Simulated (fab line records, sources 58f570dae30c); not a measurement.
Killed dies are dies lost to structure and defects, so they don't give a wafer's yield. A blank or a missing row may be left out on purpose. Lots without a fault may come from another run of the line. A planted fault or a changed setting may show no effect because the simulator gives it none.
Split-lot experiment | flow berkeley_cmos170 | 5 lots, 23 wafers read, on a route of 331 steps

THE SPLIT
At UCB170_NWELL_COAT_07 (resist thk 900 nm), the setting spin_rpm was moved away from the recipe's 1500 rpm on 10 of the 23 wafers read, by -6.4% to -4.1%. The other wafers ran this setting at the recipe's value.

FROM THE SPLIT TO THE READING: what the file shows between them, 3 steps
- UCB170_NWELL_SOFTBAKE_08: time 60 s
- UCB170_NWELL_EXPOSE_09: exposes mask NWELL, target cd 3000 nm
- UCB170_NWELL_DEVELOP_11: develop time 45 s

THE READING
KrF_of_NWELL_COAT_07.thk_nm (the simulator's own value, which no gauge read), in nm, at UCB170_NWELL_ETCH_13 (etches Si3N4 in CH3F/Ar/O2, stops on SiO2, target depth 246.4 nm, time 161.3 s). The file gives no usual value for it. The 13 wafers here that ran the recipe average 712.8 nm, standard deviation 4.1 nm.

wafer  | tool, chamber at the split | spin_rpm as run, rpm | against the recipe | KrF_of_NWELL_COAT_07.thk_nm, nm | against lot-mates on the recipe
L077.1 | litho_track-02, 0          | 1404                 | -6.4%              | 744.6                           | +37.3
L077.2 | litho_track-02, 0          | 1404                 | -6.4%              | 737.3                           | +30.0
L077.3 | litho_track-02, 0          | 1500                 | recipe             | 708.6                           | -
L077.5 | litho_track-02, 0          | 1500                 | recipe             | 707                             | -
L077.6 | litho_track-02, 0          | 1500                 | recipe             | 706.3                           | -
L079.1 | litho_track-04, 0          | 1406                 | -6.3%              | 747.7                           | +33.6
L079.3 | litho_track-04, 0          | 1406                 | -6.3%              | 747.7                           | +33.6
L079.2 | litho_track-04, 0          | 1406                 | -6.3%              | 741.1                           | +27.0
L079.5 | litho_track-04, 0          | 1500                 | recipe             | 712.1                           | -
L079.6 | litho_track-04, 0          | 1500                 | recipe             | 716.1                           | -
L080.1 | litho_track-02, 0          | 1500                 | recipe             | 715.9                           | -
L080.2 | litho_track-02, 0          | 1411                 | -5.9%              | 740.9                           | +23.6
L080.3 | litho_track-02, 0          | 1411                 | -5.9%              | 746.4                           | +29.1
L080.5 | litho_track-02, 0          | 1500                 | recipe             | 719.2                           | -
L080.6 | litho_track-02, 0          | 1500                 | recipe             | 716.9                           | -
L084.1 | litho_track-02, 0          | 1500                 | recipe             | 714.6                           | -
L084.3 | litho_track-02, 0          | 1439                 | -4.1%              | 732.5                           | +20.1
L084.4 | litho_track-02, 0          | 1439                 | -4.1%              | 731                             | +18.6
L084.5 | litho_track-02, 0          | 1439                 | -4.1%              | 731.2                           | +18.8
L084.6 | litho_track-02, 0          | 1500                 | recipe             | 710.2                           | -
L085.2 | litho_track-03, 0          | 1500                 | recipe             | 717                             | -
L085.5 | litho_track-03, 0          | 1500                 | recipe             | 713.7                           | -
L085.6 | litho_track-03, 0          | 1500                 | recipe             | 708.8                           | -

THE FIT
A straight line over all 23 wafers: KrF_of_NWELL_COAT_07.thk_nm changes by -4.92 nm for each +1% of spin_rpm; r = -0.96; the points scatter about the line by 4 nm.
The same after taking each lot's own level away (the mean of its wafers on the recipe; 23 wafers): -4.92 nm for each +1%; r = -0.98; scatter 2.8 nm.
On that fit, the largest move of spin_rpm shifts the reading by 31 nm.
The lots' own levels span 707.30 to 717.33 nm, that is 2.5 times the standard deviation above.
So the lot-to-lot level changes the slope little: the two slopes agree.
Check: with one of the wafers moved furthest among these (-6.4%) left out of the fit, the line predicts +30.5 nm for it against its lot-mates. It came out at +37.3 nm against them.

OTHER SPLITS ON THESE WAFERS
These wafers also went through other splits before the reading. Each is held against what the fit with the lots' levels taken away leaves over:
other split on the same wafers      | wafers away from the commonest value | r with KrF_of_NWELL_COAT_07.thk_nm (lot level and that fit taken away)
UCB170_START_OXIDATION_02 ox_time_s | 15                                   | +0.03

THE WHOLE CHAIN: every reading that the file lists as answering this split, in the file's order
step                  | what it does                                                                   | reading                                                                      | change (the file's fit)              | r (the file's)
UCB170_NWELL_COAT_07  | resist thk 900 nm                                                              | KrF_of_NWELL_COAT_07.thk_nm (the simulator's own value, which no gauge read) | -4.77 nm for each +1% of the setting | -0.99
UCB170_NWELL_ETCH_13  | etches Si3N4 in CH3F/Ar/O2, stops on SiO2, target depth 246.4 nm, time 161.3 s | KrF_of_NWELL_COAT_07.thk_nm (the simulator's own value, which no gauge read) | -4.89 nm for each +1% of the setting | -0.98
UCB170_NWELL_STRIP_15 | strips in O2                                                                   | strip_time_to_endpoint_s                                                     | withheld for each +1% of the setting | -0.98

THE FILE'S OWN FIT
KrF_of_NWELL_COAT_07.thk_nm changes by -4.89 nm for each +1% of spin_rpm, r = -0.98.
